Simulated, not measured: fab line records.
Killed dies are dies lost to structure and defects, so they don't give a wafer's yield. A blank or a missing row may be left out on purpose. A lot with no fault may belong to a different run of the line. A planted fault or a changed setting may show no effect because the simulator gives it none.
The tool behind it: which one?    flow berkeley-cmos170    7 lots, 21 wafers sampled, at 2 steps of a route of 331

WHAT THE GAUGES SHOWED, per wafer
UCB170_V1_OVL_MEAS_13.
lot   measured      on          V1_OVL (nm)
L169  day 9 00:37   overlay-01  1 -4 -3
L166  day 9 01:53   overlay-01  -1 11 8
L171  day 9 08:45   overlay-01  -14 -5 -11
L174  day 9 13:34   overlay-02  -3 3 -6
L177  day 10 21:58  overlay-02  -11 -5 -8
L180  day 10 23:29  overlay-02  7 -1 -4
L186  day 12 10:47  overlay-01  -2 -7 -5

WHICH TOOL RAN EACH LOT (tool, then ch and the chambers of the sampled wafers, then the start)
lot   UCB170_PLDD_IMPLANT_08
L169  implanter-04 ch 0, day 7 09:22
L166  implanter-02 ch 0, day 7 10:32
L171  implanter-04 ch 0, day 8 04:05
L174  implanter-03 ch 0, day 8 08:54
L177  implanter-02 ch 0, day 9 16:51
L180  implanter-04 ch 0, day 9 20:57
L186  implanter-02 ch 0, day 11 07:59
- UCB170_PLDD_IMPLANT_08

THE ANSWER, worked out from the rows above alone
Rule: what is usual is taken from the lots themselves. The widest of any qualifying gaps counts: lots, ordered by their means at a reading, are off when they make up no more than a third of the lots, leave a main group of 4 or more, and stand apart from it by 3 or more times the standard deviation of that group's means. A main group whose means are all the same, to the digits that the tables above print for the reading, isn't used. A lot without any number at a reading at which 4 lots or more have one is off too. All remaining lots with rows at the step are treated as sound.
Across all readings shown, no lot is off: no conclusion can be drawn from this.

WHAT HAD BEEN PUT IN BY THE SIMULATOR
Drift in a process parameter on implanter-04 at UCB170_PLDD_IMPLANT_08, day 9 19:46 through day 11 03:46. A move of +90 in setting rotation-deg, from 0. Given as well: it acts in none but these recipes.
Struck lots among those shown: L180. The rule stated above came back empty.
